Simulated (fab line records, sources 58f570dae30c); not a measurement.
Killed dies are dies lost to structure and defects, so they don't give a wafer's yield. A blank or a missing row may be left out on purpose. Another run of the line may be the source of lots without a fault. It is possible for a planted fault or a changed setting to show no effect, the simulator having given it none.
Matching of chambers	flow berkeley-cmos170	UCB170_GATE_ETCH_14 on rie-diel-02: 4 sister chambers
The step etches BARC in N2/H2. 4 wafers are shown with their chamber, then 7 later ones without.

WAFERS WITH THEIR CHAMBER
wafer	chamber	throttle-valve-pct (%)
L265.3	1	13.35
L276.6	2	13.08
L280.3	0	13.23
L280.4	3	13.38

WAFERS WITHOUT THEIR CHAMBER
wafer	throttle-valve-pct (%)
L280.5	13.07
L284.2	13.08
L284.4	13.20
L284.6	13.08
L286.1	13.09
L286.2	13.23
L286.5	13.06

CHAMBER TAKEN BY EACH
wafer	from the rows above	in truth
L280.5	2	2
L284.2	2	2
L284.4	0	0
L284.6	2	2
L286.1	2	2
L286.2	0	0
L286.5	2	2
Placed correctly: 7 of 7. Not placeable from these rows: 0. Wrongly placed: 0.
How it was worked out, from the rows above alone: a wafer's distance from a chamber is the root of the sum, over the readings, of the square of ((its reading less the chamber's mean) divided by the reading's scatter). If the next closest chamber is less than 2 further off than the closest, the wafer can't be placed; otherwise it belongs to the closest. A chamber's mean is the mean of its shown wafers. The scatter: with one shown wafer a chamber, the root of the mean of the squares of how far each hidden wafer lies from its nearest shown one.
